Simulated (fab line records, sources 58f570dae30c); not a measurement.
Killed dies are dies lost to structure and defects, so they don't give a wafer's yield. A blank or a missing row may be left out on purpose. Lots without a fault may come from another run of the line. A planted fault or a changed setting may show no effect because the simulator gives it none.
fab line records | flow berkeley_cmos170
record lots=14 wafers=42 last_day=13
route steps=331 shown START@1 PWELL@49 PLDD@152 NLDD@164
lots that met no fault: from a run of the same line without faults
start_h: hours from the record's first day to the start of the lot's first wafer shown | wait_h: hours since the lot's step before | " the same as in the row above | L1.1+2: a row that stands for several wafers | - no value, or no start given | * or withheld: withheld | < > ~ a bound
route shown NAME@n: a module of which the file shows steps, and the number in the route of the first | usual: mean/standard deviation of fault-free wafers | same: alike in all rows | chamber/n: place in a boat | sites: the reading at each site | _std_site: their standard deviation | _edge_site: outer sites' mean less inner sites' | radius_mm: how far each site lies from the wafer's centre | mask NAME#n: copy n | behind: the tool/chamber that last shaped the wafer | hold: why the lot was held/for how many hours/how that ended | device: the transistor (n, p or np) that didn't switch | end of line: the same wafers' tests at the end of the route | a step without rows: its recipe alone | killed: dies lost to structure and defects at the first sort, not the wafer's yield | map: a wafer's dies, x killed, . not, _ none there
set.NAME: the setting as run; set.NAME@STEP: as run at that earlier step | model.NAME: the simulator's own value behind a step, which no gauge read
steps of the route over a sample of lots; a table a step, a row a wafer
services: from which hour (start_h, from the record's first day; less than 0 if before it) a tool's chamber was out of use, for how many hours, and why
## steps
# step UCB170_START_BOW_MEAS_00
# recipe mode=bow
# usual INCOMING_BOW=0/6.5
# columns lot.wafer tool chamber start_h wait_h INCOMING_BOW[um]
L651.1 film_metro-04 - 10.00 - -4
L651.3 " - " " -4
L651.5 " - " " -12
L652.1 film_metro-04 - 15.00 - 7
L652.3 " - " " -5
L652.6 " - " " -5
L653.3 film_metro-04 - 20.04 - 0
L653.5 " - " " 2
L653.6 " - " " -2
L654.1 film_metro-02 - 25.00 - 2
L654.4 " - " " 7
L654.5 " - " " -11
L655.3 film_metro-04 - 30.04 - 3
L655.4 " - " " 6
L655.6 " - " " -3
L658.1 film_metro-02 - 45.00 - -1
L658.2 " - " " 5
L658.6 " - " " -18
L660.2 film_metro-02 - 55.02 - -4
L660.4 " - " " -6
L660.5 " - " " -2
L662.2 film_metro-03 - 65.02 - 0
L662.3 " - " " 4
L662.6 " - " " -2
L663.1 film_metro-03 - 70.00 - -12
L663.2 " - " " 4
L663.5 " - " " 2
L665.1 film_metro-03 - 80.00 - -7
L665.3 " - " " -2
L665.4 " - " " 1
L668.2 film_metro-02 - 95.02 - 1
L668.4 " - " " 5
L668.5 " - " " -3
L670.1 film_metro-04 - 105.00 - -3
L670.4 " - " " 1
L670.5 " - " " 3
L671.4 film_metro-04 - 110.06 - 17
L671.5 " - " " 1
L671.6 " - " " 2
L674.2 film_metro-03 - 125.02 - 7
L674.3 " - " " 4
L674.6 " - " " -7
# step UCB170_PWELL_IMPLANT_15
# recipe species=B dose_cm2=5e+12 energy_kev=60 tilt_deg=7
# usual dose_ions_cm2=4.999e+12/5.4e+09 faraday_current_uA=15.8/0.32 tilt_deg=7.001/0.021
# columns lot.wafer tool chamber start_h wait_h dose_ions_cm2 faraday_current_uA tilt_deg
L651.1 implanter-04 0 66.02 0.1 4.995e+12 15.6 7.016
L651.3 " 0 " " 5.001e+12 15.6 7.024
L651.5 " 0 " " 4.998e+12 16.0 6.999
L653.3 implanter-03 0 66.11 0.1 4.997e+12 15.7 7.024
L653.5 " 0 " " 4.99e+12 15.7 7.013
L653.6 " 0 " " 4.993e+12 15.6 7.030
L652.1 implanter-01 0 66.30 0.1 5.004e+12 15.8 7.038
L652.3 " 0 " " 4.999e+12 15.9 7.041
L652.6 " 0 " " 5.002e+12 15.3 7.001
L654.1 implanter-04 0 66.32 0.1 5e+12 15.6 6.999
L654.4 " 0 " " 4.997e+12 15.7 7.012
L654.5 " 0 " " 4.99e+12 16.0 6.984
L655.3 implanter-01 0 78.18 0.1 4.996e+12 15.6 6.995
L655.4 " 0 " " 5.007e+12 15.9 6.998
L655.6 " 0 " " 5.006e+12 15.9 7.020
L658.1 implanter-03 0 92.34 0.1 4.998e+12 16.3 7.029
L658.2 " 0 " " 5.005e+12 16.4 6.987
L658.6 " 0 " " 5.001e+12 16.3 7.008
L660.2 implanter-03 0 104.14 0.1 4.994e+12 15.9 6.988
L660.4 " 0 " " 5.001e+12 16.3 6.999
L660.5 " 0 " " 4.999e+12 16.2 6.992
L663.1 implanter-04 0 117.59 0.1 4.988e+12 16.2 7.026
L663.2 " 0 " " 4.995e+12 15.9 7.042
L663.5 " 0 " " 5.005e+12 15.7 7.021
L662.2 implanter-03 0 117.64 0.1 4.388e+12 14.4 6.970
L662.3 " 0 " " 4.396e+12 13.7 7.002
L662.6 " 0 " " 4.395e+12 14.1 7.021
L665.1 implanter-03 0 124.08 0.1 4.41e+12 13.8 6.971
L665.3 " 0 " " 4.395e+12 13.5 7.012
L665.4 " 0 " " 4.401e+12 13.5 7.002
L668.2 implanter-04 0 145.98 0.1 5.003e+12 16.2 7.016
L668.4 " 0 " " 4.998e+12 15.6 6.987
L668.5 " 0 " " 5.003e+12 15.3 7.006
L671.4 implanter-04 0 160.95 0.1 4.995e+12 15.4 7.015
L671.5 " 0 " " 5.001e+12 15.3 7.005
L671.6 " 0 " " 4.992e+12 16.3 7.013
L670.1 implanter-04 0 161.12 0.1 4.995e+12 15.8 6.982
L670.4 " 0 " " 4.996e+12 15.9 6.966
L670.5 " 0 " " 4.998e+12 15.8 6.989
L674.2 implanter-04 0 175.78 0.1 4.996e+12 15.9 7.002
L674.3 " 0 " " 5.002e+12 15.6 6.994
L674.6 " 0 " " 5.004e+12 15.8 7.034
# step UCB170_PWELL_TW_MEAS_17
# usual PWELL_TW=378.9/1.9
# columns lot.wafer tool chamber start_h wait_h PWELL_TW
L651.1 film_metro-01 - 66.27 0.1 377.5
L651.3 " - " " 379.5
L651.5 " - " " 379.8
L653.3 film_metro-04 - 66.33 0.1 383.2
L653.5 " - " " 380.7
L653.6 " - " " 380.5
L652.1 film_metro-02 - 66.55 0.1 378.4
L652.3 " - " " 378.6
L652.6 " - " " 378.6
L654.1 film_metro-01 - 66.57 0.1 379.6
L654.4 " - " " 379.1
L654.5 " - " " 378.4
L655.3 film_metro-01 - 78.40 0.1 377.7
L655.4 " - " " 378.4
L655.6 " - " " 378.4
L658.1 film_metro-04 - 92.59 0.1 381.6
L658.2 " - " " 384.4
L658.6 " - " " 383.2
L660.2 film_metro-04 - 104.38 0.1 379.5
L660.4 " - " " 378.5
L660.5 " - " " 379.5
L663.1 film_metro-02 - 117.84 0.1 382.0
L663.2 " - " " 381.3
L663.5 " - " " 378.2
L662.2 film_metro-01 - 117.87 0.1 366.0
L662.3 " - " " 364.2
L662.6 " - " " 366.9
L665.1 film_metro-01 - 124.33 0.1 362.5
L665.3 " - " " 361.1
L665.4 " - " " 361.8
L668.2 film_metro-01 - 146.21 0.1 377.8
L668.4 " - " " 378.6
L668.5 " - " " 379.2
L671.4 film_metro-04 - 161.15 0.1 377.0
L671.5 " - " " 375.1
L671.6 " - " " 374.9
L670.1 film_metro-01 - 161.37 0.1 377.8
L670.4 " - " " 376.6
L670.5 " - " " 377.8
L674.2 film_metro-04 - 176.01 0.1 378.9
L674.3 " - " " 381.4
L674.6 " - " " 380.7
# step UCB170_PLDD_OVL_MEAS_07
# usual PLDD_OVL=-3/4
# columns lot.wafer tool chamber start_h wait_h PLDD_OVL[nm]
L654.1 overlay-02 - 158.05 0.1 2
L654.4 " - " " 1
L654.5 " - " " -3
L652.1 overlay-02 - 158.21 0.1 3
L652.3 " - " " -4
L652.6 " - " " -4
L651.1 overlay-01 - 158.31 0.1 -2
L651.3 " - " " -2
L651.5 " - " " -9
L653.3 overlay-02 - 158.62 0.1 -8
L653.5 " - " " -4
L653.6 " - " " -11
L655.3 overlay-02 - 174.47 0.1 -11
L655.4 " - " " -8
L655.6 " - " " -13
L658.1 overlay-02 - 187.83 0.1 -9
L658.2 " - " " -7
L658.6 " - " " -8
L663.1 overlay-02 - 202.16 0.1 0
L663.2 " - " " -4
L663.5 " - " " -2
L660.2 overlay-01 - 202.44 0.1 2
L660.4 " - " " -2
L660.5 " - " " -4
L662.2 overlay-02 - 213.30 0.1 -8
L662.3 " - " " -9
L662.6 " - " " -6
L665.1 overlay-01 - 213.90 0.1 3
L665.3 " - " " -3
L665.4 " - " " 1
L668.2 overlay-01 - 236.19 0.1 -10
L668.4 " - " " -6
L668.5 " - " " -1
L671.4 overlay-01 - 252.25 0.1 -4
L671.5 " - " " -5
L671.6 " - " " 2
L670.1 overlay-02 - 252.29 0.1 0
L670.4 " - " " -5
L670.5 " - " " -4
L674.2 overlay-02 - 266.66 0.1 -4
L674.3 " - " " 2
L674.6 " - " " 3
# step UCB170_NLDD_CD_MEAS_06
# recipe target_cd_nm=1200
# usual cd_nm=1199.9/1.6
# columns lot.wafer tool chamber start_h wait_h cd_nm
L654.1 cd_sem-01 - 159.75 - 1200.6
L654.4 " - " " 1201.2
L654.5 " - " " 1201.5
L652.1 cd_sem-02 - 159.93 - 1196.3
L652.3 " - " " 1197.8
L652.6 " - " " 1196.4
L651.1 cd_sem-01 - 160.18 - 1202.3
L651.3 " - " " 1203.1
L651.5 " - " " 1204.1
L653.3 cd_sem-02 - 160.46 - 1198.5
L653.5 " - " " 1198.5
L653.6 " - " " 1197.5
L655.3 cd_sem-02 - 176.21 - 1199.8
L655.4 " - " " 1199.3
L655.6 " - " " 1200.8
L658.1 cd_sem-01 - 189.80 - 1198.7
L658.2 " - " " 1197.9
L658.6 " - " " 1199.0
L663.1 cd_sem-01 - 203.92 - 1202.2
L663.2 " - " " 1201.9
L663.5 " - " " 1202.0
L660.2 cd_sem-02 - 204.19 - 1200.2
L660.4 " - " " 1199.2
L660.5 " - " " 1198.4
L665.1 cd_sem-01 - 216.70 - 1197.4
L665.3 " - " " 1196.4
L665.4 " - " " 1197.7
L662.2 cd_sem-02 - 216.70 - 1198.9
L662.3 " - " " 1198.8
L662.6 " - " " 1200.2
L668.2 cd_sem-02 - 238.54 - 1199.5
L668.4 " - " " 1199.9
L668.5 " - " " 1199.6
L671.4 cd_sem-02 - 253.80 - 1198.8
L671.5 " - " " 1199.6
L671.6 " - " " 1199.8
L670.1 cd_sem-01 - 253.98 - 1198.6
L670.4 " - " " 1198.2
L670.5 " - " " 1199.6
L674.2 cd_sem-02 - 268.58 - 1200.3
L674.3 " - " " 1200.4
L674.6 " - " " 1198.6
## services
# columns tool chamber start_h hours kind
implanter-01 - 59.99 1.9 repair
implanter-03 - 87.39 1.5 repair
implanter-04 - 89.44 2.6 repair
implanter-01 - 119.36 106.0 repair
implanter-04 - 120.71 1.9 repair
implanter-04 - 148.27 1.6 repair
implanter-01 - 165.80 0.8 repair
## key
first_sign step=UCB170_PWELL_IMPLANT_15 reading=dose_ions_cm2 direction=down sigmas=99+ usual=4.999e+12 struck=4.397e+12
effect step=UCB170_PWELL_IMPLANT_15 reading=faraday_current_uA direction=down sigmas=6.2 usual=15.8 struck=13.9
effect step=UCB170_PWELL_TW_MEAS_17 reading=PWELL_TW direction=down sigmas=7.9 usual=378.9 struck=363.7
met_at UCB170_PWELL_IMPLANT_15
struck_lots L662,L665
sort_left_out L665.1,L665.3,L665.4
tester_left_out L662,L665
not_acting_at UCB170_START_BOW_MEAS_00,UCB170_PLDD_OVL_MEAS_07,UCB170_NLDD_CD_MEAS_06
onset_between 104.14 117.64
fault kind=process_parameter_drift tool=implanter-03 chamber=- onset_h=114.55 steps=UCB170_PWELL_IMPLANT_15 channel=dose_cm2 offset=-6e+11 shape=step end_h=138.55 acts_in=these_recipes_only stated=5e+12
# tester_left_out: of these lots the tester's yield and bins aren't shown, on N5 and GAA mostly nor the transistor test; their killed dies are dies lost to structure and defects alone, not to doping, threshold or leakage, so they don't give the yield
# sort_left_out: the simulated sort isn't trusted on such a fault, so these wafers' sort isn't shown, and their yield isn't known
